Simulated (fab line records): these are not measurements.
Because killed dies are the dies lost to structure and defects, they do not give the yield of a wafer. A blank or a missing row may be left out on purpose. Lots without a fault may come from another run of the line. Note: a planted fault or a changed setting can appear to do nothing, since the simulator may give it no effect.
fab line records -- flow berkeley_cmos170 -- part 1 of 2: steps 1 to 33 of 45
[record] lots = 5, wafers = 15, last_day = 11
route steps=331 shown PWELL@42 WELLDRIVE@55 ACTIVE@60 PFIELD@79
lots that met no fault: taken from a fault-free run of the same line
start_h: the number of hours between the record's first day and the start of the first shown wafer of the lot -- wait_h: hours elapsed since this lot's preceding step -- " unchanged from the row above -- L1.1+2: a row that stands for several wafers -- - either no value or no given start -- * or withheld: withheld -- < > ~ a bound
route shown NAME@n: NAME is a module with steps in the file, n the number in the route of the first one -- usual: average and standard deviation across the fault-free wafers -- same: alike in all rows -- chamber/n: place in a boat -- sites: each site's reading -- _std_site: their standard deviation -- _edge_site: the outer-site mean with the inner-site mean subtracted -- radius_mm: how far each site lies from the wafer's centre -- mask NAME#n: copy n -- behind: the tool/chamber that last shaped the wafer -- hold: what put the lot on hold/how long, in hours/how the hold closed -- device: transistor that didn't switch, given as n, p or np -- end of line: tests of these same wafers at the route's end -- step lacking rows: just its recipe -- killed: at the first sort, the dies lost to defects and structure; wafer yield is something else -- map: dies across one wafer; x = killed, . = not, _ = none there
set.NAME: the setting the step ran with; set.NAME@STEP: the setting that earlier step ran with -- model.NAME: the simulator's own value behind a step, which no gauge read
a table for each step, a row for each wafer; lots at some steps of the route
services: a tool's chamber out of use, with start hour (start_h, from the record's first day; less than 0 if before it), hours out, and reason
[[steps]]
[step UCB170_PWELL_COAT_08]
[recipe] resist = KrF, spin_rpm = 1500, resist_thk_nm = 900
lot.wafer,tool,chamber,start_h,wait_h
L075.1+3+6,litho_track-03,0,54.17,0.1
L079.1+4+5,litho_track-03,0,76.73,0.1
L089.4+5+6,litho_track-01,0,127.83,0.1
L090.1+3+5,litho_track-02,0,133.75,0.1
L093.3+4+6,litho_track-03,0,140.77,0.1
[step UCB170_PWELL_SOFTBAKE_09]
[recipe] resist = KrF, temp_c = 130, time_s = 60
lot.wafer,tool,chamber,start_h,wait_h
L075.1+3+6,litho_track-03,0,54.32,0.1
L079.1+4+5,litho_track-03,0,76.88,0.1
L089.4+5+6,litho_track-01,0,127.98,0.1
L090.1+3+5,litho_track-02,0,133.90,0.1
L093.3+4+6,litho_track-03,0,140.92,0.1
[step UCB170_PWELL_EXPOSE_10]
[recipe] mask_id = PWELL, target_cd_nm = 3000, na = 0.5, sigma_outer = 0.6, source_shape = conventional, dose_mj = 19
[same] na = 0.5
lot.wafer,tool,chamber,start_h,wait_h,mask
L075.1+3+6,krf_scanner-01,0,54.47,0.1,PWELL#0
L079.1+4+5,krf_scanner-01,0,77.24,0.3,PWELL#0
L089.4+5+6,krf_scanner-01,0,128.53,0.5,PWELL#0
L090.1+3+5,krf_scanner-01,0,134.05,0.1,PWELL#0
L093.3+4+6,krf_scanner-01,0,141.21,0.3,PWELL#0
[step UCB170_PWELL_PEB_11]
[recipe] peb_temp_c = 130, peb_time_s = withheld, resist = KrF
lot.wafer,tool,chamber,start_h,wait_h
L075.1+3+6,litho_track-02,0,55.05,0.6
L079.1+4+5,litho_track-03,0,77.36,0.1
L089.4+5+6,litho_track-03,0,128.83,0.3
L090.1+3+5,litho_track-01,0,134.16,0.1
L093.3+4+6,litho_track-03,0,141.52,0.3
[step UCB170_PWELL_DEVELOP_12]
[recipe] developer = TMAH, develop_time_s = 45, resist = KrF, dev_temp_c = 21
lot.wafer,tool,chamber,start_h,wait_h
L075.1+3+6,litho_track-02,0,-,-
L079.1+4+5,litho_track-03,0,-,-
L089.4+5+6,litho_track-03,0,-,-
L090.1+3+5,litho_track-01,0,-,-
L093.3+4+6,litho_track-03,0,-,-
[step UCB170_PWELL_OVL_MEAS_13]
[usual] PWELL_OVL = -1/5.9
lot.wafer,tool,chamber,start_h,wait_h,PWELL_OVL[nm]
L075.1,overlay-01,-,55.35,-,7
L075.3,overlay-01,-,55.35,-,-4
L075.6,overlay-01,-,55.35,-,-6
L079.1,overlay-02,-,77.63,-,-10
L079.4,overlay-02,-,77.63,-,-3
L079.5,overlay-02,-,77.63,-,-5
L089.4,overlay-02,-,129.05,-,2
L089.5,overlay-02,-,129.05,-,6
L089.6,overlay-02,-,129.05,-,1
L090.1,overlay-02,-,134.44,-,12
L090.3,overlay-02,-,134.44,-,13
L090.5,overlay-02,-,134.44,-,6
L093.3,overlay-01,-,141.75,-,-7
L093.4,overlay-01,-,141.75,-,-11
L093.6,overlay-01,-,141.75,-,-11
[step UCB170_PWELL_ETCH_14]
[recipe] chemistry = CH3F/Ar/O2, target = Si3N4, stop_on = SiO2, CH3F_flow_sccm = 20, Ar_flow_sccm = 50, O2_flow_sccm = 7, pressure_mtorr = 50, rf_w = 450, target_depth_a = 2420, over_etch_frac = 0.1, time_s = 151
[usual] drypump_motor_current_A = 5.6/0.43, oes_product_au = 0.955/0.017, throttle_valve_pct = 8.01/0.11
lot.wafer,tool,chamber,start_h,wait_h,drypump_motor_current_A,oes_product_au,rf_hours_counter_h,throttle_valve_pct
L075.1,rie_diel-03,2,55.39,0.0,6.4,0.923,73,7.86
L075.3,rie_diel-03,1,55.39,0.0,5.8,0.915,95,7.92
L075.6,rie_diel-03,3,55.39,0.0,5.2,0.950,-,8.17
L079.1,rie_diel-04,2,77.67,0.0,5.8,0.960,1,8.18
L079.4,rie_diel-04,0,77.67,0.0,6.3,0.950,138,7.91
L079.5,rie_diel-04,1,77.67,0.0,5.4,0.983,-,7.85
L089.4,rie_diel-04,0,129.07,0.0,6.3,0.950,140,7.92
L089.5,rie_diel-04,0,129.07,0.0,6.3,0.947,-,7.92
L089.6,rie_diel-04,3,129.07,0.0,5.5,0.968,-,8.09
L090.1,rie_diel-04,2,134.47,0.0,5.8,0.961,3,8.19
L090.3,rie_diel-04,1,134.47,0.0,5.5,0.955,1,7.85
L090.5,rie_diel-04,1,134.47,0.0,5.4,0.947,-,7.85
L093.3,rie_diel-04,1,141.78,0.0,5.4,0.959,1,7.85
L093.4,rie_diel-04,0,141.78,0.0,6.3,0.958,140,7.93
L093.6,rie_diel-04,1,141.78,0.0,5.4,0.960,-,7.84
[step UCB170_PWELL_IMPLANT_15]
[recipe] species = B, dose_cm2 = 5e+12, energy_kev = 60, tilt_deg = 7
[usual] beam_energy_keV = 59.995/0.019
[same] implant_ion_amu = 11
lot.wafer,tool,chamber,start_h,wait_h,beam_energy_keV
L075.1,implanter-02,0,55.49,0.1,59.992
L075.3,implanter-02,0,55.49,0.1,59.996
L075.6,implanter-02,0,55.49,0.1,59.990
L079.1,implanter-04,0,77.77,0.1,59.971
L079.4,implanter-04,0,77.77,0.1,60.009
L079.5,implanter-04,0,77.77,0.1,59.987
L089.4,implanter-02,0,129.24,0.1,59.974
L089.5,implanter-02,0,129.24,0.1,60.010
L089.6,implanter-02,0,129.24,0.1,59.990
L090.1,implanter-04,0,134.57,0.1,59.970
L090.3,implanter-04,0,134.57,0.1,59.974
L090.5,implanter-04,0,134.57,0.1,59.974
L093.3,implanter-02,0,141.93,0.1,59.962
L093.4,implanter-02,0,141.93,0.1,59.986
L093.6,implanter-02,0,141.93,0.1,59.989
[step UCB170_PWELL_STRIP_16]
[recipe] chemistry = O2, power_w = 400, pressure_mtorr = 3500, platen_temp_c = withheld, o2_flow_sccm = 400, overash_fraction = 0.5
[usual] drypump_motor_current_A = 5.39/0.29, o2_flow_sccm = 400.1/1.1, oes_product_au = 0.721/0.0047, strip_time_to_endpoint_s = 18.08/0.077
lot.wafer,tool,chamber,start_h,wait_h,drypump_motor_current_A,o2_flow_sccm,oes_product_au,rf_hours_counter_h,strip_time_to_endpoint_s
L075.1,plasma_asher-01,1,55.64,0.1,5.24,398.5,0.720,31,18.10
L075.3,plasma_asher-01,0,55.64,0.1,5.93,399.5,0.731,-,18.04
L075.6,plasma_asher-01,0,55.64,0.1,5.93,399.3,0.724,-,18.16
L079.1,plasma_asher-02,0,77.92,0.1,5.51,398.8,0.714,28,17.94
L079.4,plasma_asher-02,0,77.92,0.1,5.52,400.8,0.722,-,17.83
L079.5,plasma_asher-02,1,77.92,0.1,5.37,399.9,0.733,-,18.03
L089.4,plasma_asher-02,0,129.35,0.1,5.51,400.7,0.720,-,18.05
L089.5,plasma_asher-02,0,129.35,0.1,5.49,401.5,0.723,-,17.93
L089.6,plasma_asher-02,1,129.35,0.1,5.40,399.3,0.723,-,18.05
L090.1,plasma_asher-02,0,134.72,0.1,5.52,399.6,0.716,33,18.09
L090.3,plasma_asher-02,0,134.72,0.1,5.53,400.8,0.709,-,18.24
L090.5,plasma_asher-02,1,134.72,0.1,5.39,399.0,0.723,-,18.19
L093.3,plasma_asher-04,1,142.06,0.1,5.01,401.8,0.713,-,18.15
L093.4,plasma_asher-04,0,142.06,0.1,5.33,399.4,0.712,-,18.01
L093.6,plasma_asher-04,1,142.06,0.1,5.01,400.0,0.726,-,18.10
[step UCB170_PWELL_TW_MEAS_17]
[usual] PWELL_TW = 383/3.8
lot.wafer,tool,chamber,start_h,wait_h,PWELL_TW
L075.1,film_metro-04,-,55.74,0.1,385
L075.3,film_metro-04,-,55.74,0.1,387
L075.6,film_metro-04,-,55.74,0.1,386
L079.1,film_metro-04,-,78.02,0.1,391
L079.4,film_metro-04,-,78.02,0.1,390
L079.5,film_metro-04,-,78.02,0.1,389
L089.4,film_metro-02,-,129.45,0.1,379
L089.5,film_metro-02,-,129.45,0.1,381
L089.6,film_metro-02,-,129.45,0.1,380
L090.1,film_metro-03,-,134.82,0.1,380
L090.3,film_metro-03,-,134.82,0.1,383
L090.5,film_metro-03,-,134.82,0.1,381
L093.3,film_metro-04,-,142.15,0.1,386
L093.4,film_metro-04,-,142.15,0.1,386
L093.6,film_metro-04,-,142.15,0.1,388
[step UCB170_PWELL_CLEAN_18]
[recipe] chemistry = SPM, temp_c = 120, time_s = 600
lot.wafer,tool,chamber,start_h,wait_h
L075.1+3+6,wet_bench-01,2,55.80,0.1
L079.1+4+5,wet_bench-04,0,78.14,0.1
L089.4+5+6,wet_bench-01,2,130.53,1.1
L090.1+3+5,wet_bench-01,3,135.31,0.5
L093.3+4+6,wet_bench-04,3,142.21,0.1
[step UCB170_PWELL_WET_ETCH_19]
[recipe] chemistry = H3PO4, target = Si3N4, temp_c = 160, time_s = 14400
lot.wafer,tool,chamber,start_h,wait_h
L075.1+3+6,wet_bench-04,3,56.12,0.1
L079.1+4+5,wet_bench-02,3,79.78,1.5
L089.4+5+6,wet_bench-01,1,130.75,0.0
L090.1+3+5,wet_bench-01,3,135.71,0.2
L093.3+4+6,wet_bench-04,3,142.39,0.0
[step UCB170_PWELL_WET_ETCH_20]
[recipe] chemistry = BOE, dilution = 5:1, target = SiO2, temp_c = 25, time_s = 22
lot.wafer,tool,chamber,start_h,wait_h
L075.1+3+6,wet_bench-04,1,65.36,1.2
L079.1+4+5,wet_bench-02,0,83.78,0.0
L089.4+5+6,wet_bench-01,3,135.50,0.4
L090.1+3+5,wet_bench-04,1,140.08,0.0
L093.3+4+6,wet_bench-01,2,146.53,0.1
[step UCB170_WELLDRIVE_CLEAN_00]
[recipe] chemistry = SPM, temp_c = 120, time_s = 600
lot.wafer,tool,chamber,start_h,wait_h
L075.1+3+6,wet_bench-04,2,65.75,0.4
L079.1+4+5,wet_bench-02,0,83.80,0.0
L089.4+5+6,wet_bench-04,1,137.84,2.3
L090.1+3+5,wet_bench-01,1,140.09,0.0
L093.3+4+6,wet_bench-01,3,146.74,0.2
[step UCB170_WELLDRIVE_OXIDATION_01]
[recipe] temp_c = 1100, ambient = O2, target_thk_a = 1990, ox_time_s = 9000
[usual] zone_power_source_pct = 40.6/2.2
lot.wafer,tool,chamber,start_h,wait_h,zone_power_source_pct
L075.1,furnace-02,0,76.22,10.3,38.6
L075.3,furnace-02,0,76.22,10.3,38.7
L075.6,furnace-02,0,76.22,10.3,38.9
L079.1,furnace-02,0,88.72,4.7,38.2
L079.4,furnace-02,0,88.72,4.7,38.9
L079.5,furnace-02,0,88.72,4.7,39.2
L089.4,furnace-02,0,138.13,0.1,38.4
L089.5,furnace-02,0,138.13,0.1,39.5
L089.6,furnace-02,0,138.13,0.1,39.5
L090.1,furnace-04,0,142.00,1.7,42.9
L090.3,furnace-04,0,142.00,1.7,43.7
L090.5,furnace-04,0,142.00,1.7,43.1
L093.3,furnace-02,0,146.98,0.1,38.8
L093.4,furnace-02,0,146.98,0.1,38.8
L093.6,furnace-02,0,146.98,0.1,39.5
[step UCB170_WELLDRIVE_THK_MEAS_02]
[recipe] reads = SiO2_of_WELLDRIVE_OXIDATION_01
[usual] WELLDRIVE_OXIDE_THK = 199/3.7
lot.wafer,tool,chamber,start_h,wait_h,WELLDRIVE_OXIDE_THK[nm]
L075.1,film_metro-02,-,79.72,0.0,204
L075.3,film_metro-02,-,79.72,0.0,203
L075.6,film_metro-02,-,79.72,0.0,202
L079.1,film_metro-02,-,92.22,0.0,207
L079.4,film_metro-02,-,92.22,0.0,198
L079.5,film_metro-02,-,92.22,0.0,201
L089.4,film_metro-02,-,141.72,0.1,200
L089.5,film_metro-02,-,141.72,0.1,199
L089.6,film_metro-02,-,141.72,0.1,203
L090.1,film_metro-02,-,145.50,0.0,193
L090.3,film_metro-02,-,145.50,0.0,194
L090.5,film_metro-02,-,145.50,0.0,199
L093.3,film_metro-03,-,150.55,0.1,202
L093.4,film_metro-03,-,150.55,0.1,200
L093.6,film_metro-03,-,150.55,0.1,198
[step UCB170_WELLDRIVE_ANNEAL_03]
[recipe] temp_c = 1100, time_s = 900, ambient = N2
[usual] zone_power_source_pct = 41.4/2.3
lot.wafer,tool,chamber,start_h,wait_h,zone_power_source_pct
L075.1,furnace-02,0,87.47,7.7,39.0
L075.3,furnace-02,0,87.47,7.7,39.4
L075.6,furnace-02,0,87.47,7.7,39.1
L079.1,furnace-02,0,95.22,3.0,38.9
L079.4,furnace-02,0,95.22,3.0,39.4
L079.5,furnace-02,0,95.22,3.0,38.9
L089.4,furnace-02,0,142.98,1.2,38.9
L089.5,furnace-02,0,142.98,1.2,39.4
L089.6,furnace-02,0,142.98,1.2,40.1
L090.1,furnace-03,0,146.61,1.1,43.5
L090.3,furnace-03,0,146.61,1.1,43.7
L090.5,furnace-03,0,146.61,1.1,44.0
L093.3,furnace-02,0,155.00,4.4,38.8
L093.4,furnace-02,0,155.00,4.4,39.1
L093.6,furnace-02,0,155.00,4.4,39.0
[step UCB170_WELLDRIVE_WET_ETCH_04]
[recipe] chemistry = BOE, dilution = 5:1, target = SiO2, temp_c = 25, time_s = 120
lot.wafer,tool,chamber,start_h,wait_h
L075.1+3+6,wet_bench-04,2,88.72,0.0
L079.1+4+5,wet_bench-01,1,99.78,3.3
L089.4+5+6,wet_bench-01,1,146.29,2.1
L090.1+3+5,wet_bench-01,0,147.86,0.0
L093.3+4+6,wet_bench-02,1,156.25,0.0
[step UCB170_ACTIVE_CLEAN_00]
[recipe] chemistry = SPM, temp_c = 120, time_s = 600
lot.wafer,tool,chamber,start_h,wait_h
L075.1+3+6,wet_bench-02,1,88.76,0.0
L079.1+4+5,wet_bench-01,3,100.01,0.2
L089.4+5+6,wet_bench-01,1,146.54,0.2
L090.1+3+5,wet_bench-01,3,147.91,0.0
L093.3+4+6,wet_bench-02,0,156.30,0.0
[step UCB170_ACTIVE_CLEAN_01]
[recipe] chemistry = dHF, dilution = 25:1, time_s = 60
lot.wafer,tool,chamber,start_h,wait_h
L075.1+3+6,wet_bench-04,0,88.94,0.0
L079.1+4+5,wet_bench-04,0,100.28,0.1
L089.4+5+6,wet_bench-01,3,147.12,0.4
L090.1+3+5,wet_bench-01,2,148.11,0.0
L093.3+4+6,wet_bench-02,0,156.72,0.2
[step UCB170_ACTIVE_OXIDATION_02]
[recipe] temp_c = 1000, ambient = O2, target_thk_a = 264, ox_time_s = 1260
[usual] zone_power_source_pct = 34.4/1.4
lot.wafer,tool,chamber,start_h,wait_h,zone_power_source_pct
L075.1,furnace-03,0,96.15,7.2,34.7
L075.3,furnace-03,0,96.15,7.2,34.9
L075.6,furnace-03,0,96.15,7.2,34.4
L079.1,furnace-01,0,106.00,5.7,35.4
L079.4,furnace-01,0,106.00,5.7,35.6
L079.5,furnace-01,0,106.00,5.7,34.6
L089.4,furnace-03,0,147.86,0.7,34.7
L089.5,furnace-03,0,147.86,0.7,33.6
L089.6,furnace-03,0,147.86,0.7,34.6
L090.1,furnace-03,0,149.21,1.1,35.1
L090.3,furnace-03,0,149.21,1.1,35.0
L090.5,furnace-03,0,149.21,1.1,34.4
L093.3,furnace-01,0,160.28,3.5,35.2
L093.4,furnace-01,0,160.28,3.5,35.3
L093.6,furnace-01,0,160.28,3.5,35.1
[step UCB170_ACTIVE_THK_MEAS_03]
[recipe] reads = SiO2_of_ACTIVE_OXIDATION_02
[usual] ACTIVE_OXIDE_THK = 26.3/0.42
lot.wafer,tool,chamber,start_h,wait_h,ACTIVE_OXIDE_THK[nm]
L075.1,film_metro-01,-,97.50,0.0,26.5
L075.3,film_metro-01,-,97.50,0.0,26.4
L075.6,film_metro-01,-,97.50,0.0,26.0
L079.1,film_metro-01,-,107.35,0.0,26.2
L079.4,film_metro-01,-,107.35,0.0,26.4
L079.5,film_metro-01,-,107.35,0.0,26.5
L089.4,film_metro-01,-,149.24,0.0,25.8
L089.5,film_metro-01,-,149.24,0.0,25.9
L089.6,film_metro-01,-,149.24,0.0,26.1
L090.1,film_metro-04,-,150.56,0.0,26.0
L090.3,film_metro-04,-,150.56,0.0,26.3
L090.5,film_metro-04,-,150.56,0.0,26.0
L093.3,film_metro-03,-,161.65,0.0,26.6
L093.4,film_metro-03,-,161.65,0.0,26.6
L093.6,film_metro-03,-,161.65,0.0,26.3
[step UCB170_ACTIVE_ANNEAL_04]
[recipe] temp_c = 1000, time_s = 900, ambient = N2
[usual] zone_power_source_pct = 34.3/1.6
lot.wafer,tool,chamber,start_h,wait_h,zone_power_source_pct
L075.1,furnace-02,0,102.23,4.7,31.4
L075.3,furnace-02,0,102.23,4.7,31.1
L075.6,furnace-02,0,102.23,4.7,31.0
L079.1,furnace-01,0,110.19,2.8,34.5
L079.4,furnace-01,0,110.19,2.8,35.7
L079.5,furnace-01,0,110.19,2.8,35.2
L089.4,furnace-03,0,153.24,4.0,34.8
L089.5,furnace-03,0,153.24,4.0,34.7
L089.6,furnace-03,0,153.24,4.0,34.7
L090.1,furnace-03,0,153.24,2.7,34.4
L090.3,furnace-03,0,153.24,2.7,34.6
L090.5,furnace-03,0,153.24,2.7,34.5
L093.3,furnace-03,0,164.16,2.5,34.5
L093.4,furnace-03,0,164.16,2.5,34.5
L093.6,furnace-03,0,164.16,2.5,34.6
[step UCB170_ACTIVE_CVD_05]
[recipe] material = Si3N4, target_thk_nm = 220, temp_c = 800, precursor = SiH2Cl2/NH3, time_s = 3300, pressure_mtorr = 200, sih2cl2_flow_sccm = 24.52, nh3_flow_sccm = 75
[usual] zone_power_source_pct = 20.7/2.4
lot.wafer,tool,chamber,start_h,wait_h,zone_power_source_pct
L075.1,lpcvd-02,0,103.48,0.0,20.3
L075.3,lpcvd-02,0,103.48,0.0,20.4
L075.6,lpcvd-02,0,103.48,0.0,20.2
L079.1,lpcvd-01,0,112.36,0.9,15.9
L079.4,lpcvd-01,0,112.36,0.9,16.0
L079.5,lpcvd-01,0,112.36,0.9,16.0
L089.4,lpcvd-02,1,154.77,0.3,21.2
L089.5,lpcvd-02,1,154.77,0.3,20.8
L089.6,lpcvd-02,1,154.77,0.3,21.2
L090.1,lpcvd-02,1,154.77,0.3,21.2
L090.3,lpcvd-02,1,154.77,0.3,21.2
L090.5,lpcvd-02,1,154.77,0.3,20.9
L093.3,lpcvd-02,1,165.41,0.0,21.1
L093.4,lpcvd-02,1,165.41,0.0,20.7
L093.6,lpcvd-02,1,165.41,0.0,21.1
[step UCB170_ACTIVE_THK_MEAS_06]
[recipe] reads = Si3N4_of_ACTIVE_CVD_05
[usual] ACTIVE_NITRIDE_THK = 219.3/2.2
lot.wafer,tool,chamber,start_h,wait_h,ACTIVE_NITRIDE_THK[nm]
L075.1,film_metro-04,-,105.40,0.0,216.4
L075.3,film_metro-04,-,105.40,0.0,219.5
L075.6,film_metro-04,-,105.40,0.0,217.6
L079.1,film_metro-03,-,114.27,0.0,221.0
L079.4,film_metro-03,-,114.27,0.0,219.6
L079.5,film_metro-03,-,114.27,0.0,220.6
L090.1,film_metro-04,-,156.68,0.0,222.2
L090.3,film_metro-04,-,156.68,0.0,221.6
L090.5,film_metro-04,-,156.68,0.0,221.2
L089.4,film_metro-04,-,156.77,0.1,215.2
L089.5,film_metro-04,-,156.77,0.1,215.9
L089.6,film_metro-04,-,156.77,0.1,215.1
L093.3,film_metro-01,-,167.36,0.0,218.1
L093.4,film_metro-01,-,167.36,0.0,215.5
L093.6,film_metro-01,-,167.36,0.0,216.6
[step UCB170_ACTIVE_HMDS_07]
[recipe] prime_time_s = 60, prime_temp_c = 100
lot.wafer,tool,chamber,start_h,wait_h
L075.1+3+6,litho_track-02,0,105.46,0.1
L079.1+4+5,litho_track-02,0,114.33,0.1
L090.1+3+5,litho_track-04,0,156.74,0.1
L089.4+5+6,litho_track-03,0,157.27,0.5
L093.3+4+6,litho_track-04,0,167.92,0.6
[step UCB170_ACTIVE_COAT_08]
[recipe] resist = KrF, spin_rpm = 1500, resist_thk_nm = 900
lot.wafer,tool,chamber,start_h,wait_h
L075.1+3+6,litho_track-02,0,105.61,0.1
L079.1+4+5,litho_track-02,0,114.48,0.1
L090.1+3+5,litho_track-04,0,156.89,0.1
L089.4+5+6,litho_track-03,0,157.42,0.1
L093.3+4+6,litho_track-04,0,168.07,0.1
[step UCB170_ACTIVE_SOFTBAKE_09]
[recipe] resist = KrF, temp_c = 130, time_s = 60
lot.wafer,tool,chamber,start_h,wait_h
L075.1+3+6,litho_track-02,0,105.76,0.1
L079.1+4+5,litho_track-02,0,114.63,0.1
L090.1+3+5,litho_track-04,0,157.04,0.1
L089.4+5+6,litho_track-03,0,157.57,0.1
L093.3+4+6,litho_track-04,0,168.22,0.1
[step UCB170_ACTIVE_EXPOSE_10]
[recipe] mask_id = ACTIVE, target_cd_nm = 1200, na = 0.5, sigma_outer = 0.6, source_shape = conventional, dose_mj = 20
[same] na = 0.5
lot.wafer,tool,chamber,start_h,wait_h,mask
L075.1+3+6,krf_scanner-02,0,105.91,0.1,ACTIVE#0
L079.1+4+5,krf_scanner-01,0,115.15,0.5,ACTIVE#0
L090.1+3+5,krf_scanner-01,0,157.43,0.4,ACTIVE#0
L089.4+5+6,krf_scanner-01,0,158.09,0.5,ACTIVE#0
L093.3+4+6,krf_scanner-01,0,168.49,0.2,ACTIVE#0
[step UCB170_ACTIVE_PEB_11]
[recipe] peb_temp_c = 130, peb_time_s = withheld, resist = KrF
lot.wafer,tool,chamber,start_h,wait_h
L075.1+3+6,litho_track-02,0,106.36,0.4
L079.1+4+5,litho_track-04,0,115.30,0.1
L090.1+3+5,litho_track-04,0,157.64,0.2
L089.4+5+6,litho_track-03,0,158.23,0.1
L093.3+4+6,litho_track-03,0,168.90,0.4
[step UCB170_ACTIVE_DEVELOP_12]
[recipe] developer = TMAH, develop_time_s = 45, resist = KrF, dev_temp_c = 21
lot.wafer,tool,chamber,start_h,wait_h
L075.1+3+6,litho_track-02,0,-,-
L079.1+4+5,litho_track-04,0,-,-
L090.1+3+5,litho_track-04,0,-,-
L089.4+5+6,litho_track-03,0,-,-
L093.3+4+6,litho_track-03,0,-,-
[step UCB170_ACTIVE_CD_MEAS_13]
[recipe] target_cd_nm = 1200
[usual] cd_nm = 1199.6/1.7
lot.wafer,tool,chamber,start_h,wait_h,cd_nm
L075.1,cd_sem-02,-,106.64,-,1198.2
L075.3,cd_sem-02,-,106.64,-,1197.8
L075.6,cd_sem-02,-,106.64,-,1198.5
L079.1,cd_sem-02,-,115.58,-,1195.6
L079.4,cd_sem-02,-,115.58,-,1197.7
L079.5,cd_sem-02,-,115.58,-,1197.1
L090.1,cd_sem-02,-,157.98,-,1200.8
L090.3,cd_sem-02,-,157.98,-,1201.1
L090.5,cd_sem-02,-,157.98,-,1202.0
L089.4,cd_sem-02,-,158.88,-,1200.2
L089.5,cd_sem-02,-,158.88,-,1201.2
L089.6,cd_sem-02,-,158.88,-,1199.6
L093.3,cd_sem-02,-,169.16,-,1197.9
L093.4,cd_sem-02,-,169.16,-,1198.9
L093.6,cd_sem-02,-,169.16,-,1198.1
[step UCB170_ACTIVE_OVL_MEAS_14]
[usual] ACTIVE_OVL = 2/5
lot.wafer,tool,chamber,start_h,wait_h,ACTIVE_OVL[nm]
L075.1,overlay-02,-,106.76,0.1,1
L075.3,overlay-02,-,106.76,0.1,6
L075.6,overlay-02,-,106.76,0.1,10
L079.1,overlay-01,-,115.70,0.1,5
L079.4,overlay-01,-,115.70,0.1,2
L079.5,overlay-01,-,115.70,0.1,-2
L090.1,overlay-01,-,158.10,0.1,-1
L090.3,overlay-01,-,158.10,0.1,-4
L090.5,overlay-01,-,158.10,0.1,1
L089.4,overlay-01,-,158.96,0.1,-1
L089.5,overlay-01,-,158.96,0.1,3
L089.6,overlay-01,-,158.96,0.1,4
L093.3,overlay-01,-,169.25,0.1,-7
L093.4,overlay-01,-,169.25,0.1,-7
L093.6,overlay-01,-,169.25,0.1,-8
